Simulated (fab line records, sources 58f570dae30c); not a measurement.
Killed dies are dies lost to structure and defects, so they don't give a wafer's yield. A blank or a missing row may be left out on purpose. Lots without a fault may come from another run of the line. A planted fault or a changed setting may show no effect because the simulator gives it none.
Which tool did it? | flow berkeley_cmos170 | 14 lots, 42 wafers sampled, at 6 steps of a route of 331

WHAT THE GAUGES READ, wafer by wafer
UCB170_PVT_OVL_MEAS_06. Usual: PVT_OVL 2 nm, standard deviation 5.3.
lot  | measured     | on         | PVT_OVL (nm) | flag
L333 | day 6 00:22  | overlay-02 | 6 7 11       |
L334 | day 6 00:52  | overlay-01 | 2 6 0        |
L337 | day 6 13:40  | overlay-01 | -7 4 -1      |
L338 | day 6 13:53  | overlay-02 | 4 5 3        |
L339 | day 7 11:34  | overlay-02 | 13 9 13      |
L340 | day 7 11:50  | overlay-01 | 5 2 8        |
L341 | day 7 12:05  | overlay-02 | 3 3 4        |
L343 | day 7 16:31  | overlay-01 | -3 5 -2      |
L348 | day 9 01:41  | overlay-02 | 0 -6 -9      |
L351 | day 9 05:19  | overlay-01 | 14 10 8      |
L353 | day 9 19:58  | overlay-01 | -1 -7 -3     |
L354 | day 10 08:25 | overlay-01 | -5 -4 -5     |
L355 | day 10 15:25 | overlay-01 | -6 -3 -13    |
L356 | day 10 20:30 | overlay-01 | 1 3 -4       |

UCB170_NLDD_CD_MEAS_06: target cd 1200 nm. Usual: cd_nm 1200.0 nm, standard deviation 1.4.
lot  | measured     | on        | cd_nm (nm)           | flag
L333 | day 6 21:13  | cd_sem-02 | 1201.1 1201.5 1200.1 |
L334 | day 6 20:59  | cd_sem-02 | 1199.8 1200.5 1199.9 |
L337 | day 7 13:43  | cd_sem-02 | 1198.8 1198.4 1198.9 |
L338 | day 7 13:28  | cd_sem-02 | 1198.4 1199.1 1198.4 |
L339 | day 8 06:11  | cd_sem-01 | 1202.3 1200.6 1200.9 |
L340 | day 8 06:02  | cd_sem-01 | 1202.6 1203.2 1202.2 |
L341 | day 8 01:22  | cd_sem-02 | 1197.7 1196.4 1198.0 |
L343 | day 8 12:30  | cd_sem-01 | 1200.6 1201.3 1200.5 |
L348 | day 9 20:03  | cd_sem-02 | 1201.8 1201.1 1200.3 |
L351 | day 9 22:10  | cd_sem-01 | 1198.5 1200.9 1198.3 |
L353 | day 10 14:01 | cd_sem-02 | 1200.4 1201.7 1200.1 |
L354 | day 10 22:23 | cd_sem-01 | 1199.2 1199.5 1199.9 |
L355 | day 11 09:48 | cd_sem-01 | 1199.7 1199.0 1199.6 |
L356 | day 11 12:26 | cd_sem-01 | 1200.7 1200.3 1200.7 |

UCB170_SDANNEAL_RS_MEAS_02: measures by four-point-probe. Usual: PSD_RS 75.41 ohm/sq, standard deviation 0.26.
lot  | measured     | on            | PSD_RS (ohm/sq)   | flag
L333 | day 7 09:33  | film_metro-02 | 75.50 75.67 75.52 |
L334 | day 7 10:07  | film_metro-03 | 74.70 75.00 74.93 |
L337 | day 8 04:49  | film_metro-04 | 75.37 75.53 75.35 |
L338 | day 8 04:41  | film_metro-02 | 75.33 75.43 75.25 |
L339 | day 8 18:06  | film_metro-03 | 75.59 75.46 75.72 |
L340 | day 8 17:46  | film_metro-04 | 75.49 75.25 75.51 |
L341 | day 8 13:58  | film_metro-02 | 75.19 75.52 75.39 |
L343 | day 8 21:31  | film_metro-04 | 75.33 75.66 75.32 |
L348 | day 10 06:18 | film_metro-03 | 75.43 75.48 75.31 |
L351 | day 10 08:15 | film_metro-03 | 78.93 79.24 79.18 | OFF
L353 | day 10 21:46 | film_metro-02 | 78.92 79.08 79.01 | OFF
L354 | day 11 09:50 | film_metro-03 | 76.00 76.06 75.71 |
L355 | day 11 20:49 | film_metro-02 | 75.52 75.63 75.62 |
L356 | day 11 23:35 | film_metro-02 | 75.29 75.48 75.15 |

WHICH TOOL RAN EACH LOT (tool, then ch and the chambers of the sampled wafers, then the start)
lot  | UCB170_PSD_IMPLANT_08           | UCB170_PSD_STRIP_09                  | UCB170_NSD_STRIP_09
L333 | implanter-01 ch 0, day 7 04:04  | plasma_asher-01 ch 0,1, day 7 04:11  | plasma_asher-03 ch 1, day 7 07:22
L334 | implanter-02 ch 0, day 7 03:51  | plasma_asher-03 ch 0,1, day 7 03:59  | plasma_asher-04 ch 0,1, day 7 07:46
L337 | implanter-04 ch 0, day 7 19:27  | plasma_asher-04 ch 0,1, day 7 19:36  | plasma_asher-02 ch 0,1, day 7 23:15
L338 | implanter-01 ch 0, day 7 19:13  | plasma_asher-03 ch 0,1, day 7 19:22  | plasma_asher-04 ch 0,1, day 7 22:49
L339 | implanter-02 ch 0, day 8 13:59  | plasma_asher-03 ch 0,1, day 8 14:07  | plasma_asher-02 ch 0,1, day 8 15:49
L340 | implanter-01 ch 0, day 8 14:08  | plasma_asher-01 ch 0,1, day 8 14:16  | plasma_asher-03 ch 0,1, day 8 16:04
L341 | implanter-01 ch 0, day 8 09:15  | plasma_asher-01 ch 1, day 8 09:22    | plasma_asher-02 ch 0,1, day 8 11:14
L343 | implanter-04 ch 0, day 8 18:01  | plasma_asher-01 ch 0,1, day 8 18:10  | plasma_asher-02 ch 0,1, day 8 20:10
L348 | implanter-04 ch 0, day 10 00:52 | plasma_asher-01 ch 0, day 10 01:01   | plasma_asher-04 ch 1, day 10 03:48
L351 | implanter-01 ch 0, day 10 05:07 | plasma_asher-04 ch 0,1, day 10 05:16 | plasma_asher-02 ch 0,1, day 10 07:02
L353 | implanter-01 ch 0, day 10 17:46 | plasma_asher-04 ch 0,1, day 10 17:53 | plasma_asher-04 ch 0,1, day 10 20:29
L354 | implanter-04 ch 0, day 11 06:19 | plasma_asher-04 ch 0,1, day 11 06:28 | plasma_asher-02 ch 0,1, day 11 08:18
L355 | implanter-02 ch 0, day 11 15:53 | plasma_asher-01 ch 0,1, day 11 16:01 | plasma_asher-02 ch 0,1, day 11 19:06
L356 | implanter-02 ch 0, day 11 19:57 | plasma_asher-03 ch 0,1, day 11 20:06 | plasma_asher-04 ch 0,1, day 11 22:04
- UCB170_PSD_IMPLANT_08
- UCB170_PSD_STRIP_09: strips in O2.
- UCB170_NSD_STRIP_09: strips in O2.

WHAT THE TOOLS THEMSELVES READ (means of the sampled wafers that have a number; where no wafer has one, the mark that the record gives instead)
UCB170_PSD_STRIP_09. Usual: drypump_motor_current_A 5.8 A, standard deviation 0.46; oes_product_au 0.600 a.u., standard deviation 0.005; strip_time_to_endpoint_s 29.39 s, standard deviation 0.066.
lot  | tool            | drypump_motor_current_A (A) | oes_product_au (a.u.) | strip_time_to_endpoint_s (s) | flag
L333 | plasma_asher-01 | 5.6                         | 0.601                 | 29.37                        |
L334 | plasma_asher-03 | 6.1                         | 0.597                 | 29.38                        |
L337 | plasma_asher-04 | 6.3                         | 0.600                 | 29.40                        |
L338 | plasma_asher-03 | 5.8                         | 0.602                 | 29.30                        |
L339 | plasma_asher-03 | 5.8                         | 0.602                 | 29.24                        |
L340 | plasma_asher-01 | 5.3                         | 0.602                 | 29.40                        |
L341 | plasma_asher-01 | 5.9                         | 0.600                 | 29.39                        |
L343 | plasma_asher-01 | 5.6                         | 0.601                 | 29.37                        |
L348 | plasma_asher-01 | 5.0                         | 0.607                 | 29.42                        |
L351 | plasma_asher-04 | 6.2                         | 0.611                 | 28.70                        | OFF
L353 | plasma_asher-04 | 6.1                         | 0.610                 | 28.82                        | OFF
L354 | plasma_asher-04 | 6.3                         | 0.596                 | 29.34                        |
L355 | plasma_asher-01 | 5.3                         | 0.598                 | 29.44                        |
L356 | plasma_asher-03 | 6.1                         | 0.602                 | 29.36                        |

UCB170_NSD_STRIP_09. Usual: drypump_motor_current_A 5.8 A, standard deviation 0.47; oes_product_au 0.534 a.u., standard deviation 0.0046; strip_time_to_endpoint_s 35.80 s, standard deviation 0.077.
lot  | tool            | drypump_motor_current_A (A) | oes_product_au (a.u.) | strip_time_to_endpoint_s (s) | flag
L333 | plasma_asher-03 | 5.6                         | 0.534                 | 35.81                        |
L334 | plasma_asher-04 | 6.2                         | 0.536                 | 35.85                        |
L337 | plasma_asher-02 | 5.4                         | 0.535                 | 35.78                        |
L338 | plasma_asher-04 | 6.2                         | 0.533                 | 35.91                        |
L339 | plasma_asher-02 | 5.6                         | 0.537                 | 35.76                        |
L340 | plasma_asher-03 | 6.1                         | 0.533                 | 35.78                        |
L341 | plasma_asher-02 | 5.4                         | 0.533                 | 35.72                        |
L343 | plasma_asher-02 | 5.6                         | 0.537                 | 35.78                        |
L348 | plasma_asher-04 | 6.0                         | 0.536                 | 35.79                        |
L351 | plasma_asher-02 | 5.6                         | 0.532                 | 35.78                        |
L353 | plasma_asher-04 | 6.2                         | 0.529                 | 35.88                        |
L354 | plasma_asher-02 | 5.4                         | 0.535                 | 35.81                        |
L355 | plasma_asher-02 | 5.7                         | 0.536                 | 35.72                        |
L356 | plasma_asher-04 | 6.3                         | 0.538                 | 35.73                        |

THE ANSWER, worked out from the rows above alone
Rule: a lot is off if the mean of its wafers that have a number lies more than 3 standard deviations from the usual mean. A lot without any number at a reading at which 4 lots or more have one is off too. The other lots that the step has rows for count as sound. The gauges are gone through in route order, then the tools' own readings, and for those a lot's mean is taken as printed above. The first step at which some lot is off is used, and at that step the reading that is off furthest; a lot without a number counts as furthest.
Off: L351, L353, at UCB170_SDANNEAL_RS_MEAS_02 (PSD_RS).
A tool fits if, at a process step before that reading, it ran every lot that is off, and no sound lot after the first of them. The gauges at UCB170_SDANNEAL_RS_MEAS_02 aren't tried: what is off there is off at UCB170_PSD_STRIP_09 too, on other tools, and a gauge's error can't cause that. One fits: implanter-01 at UCB170_PSD_IMPLANT_08. Its last sound lot is L340 (day 8 14:08), its first lot that is off L351 (day 10 05:07): a fault that began between those two fits.

WHAT THE SIMULATOR HAD PUT IN
Process parameter drift: implanter-01, from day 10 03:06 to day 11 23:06, at UCB170_PSD_IMPLANT_08. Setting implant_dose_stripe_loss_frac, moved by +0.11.
Lots struck among those shown: L351, L353. The rule above found the same.
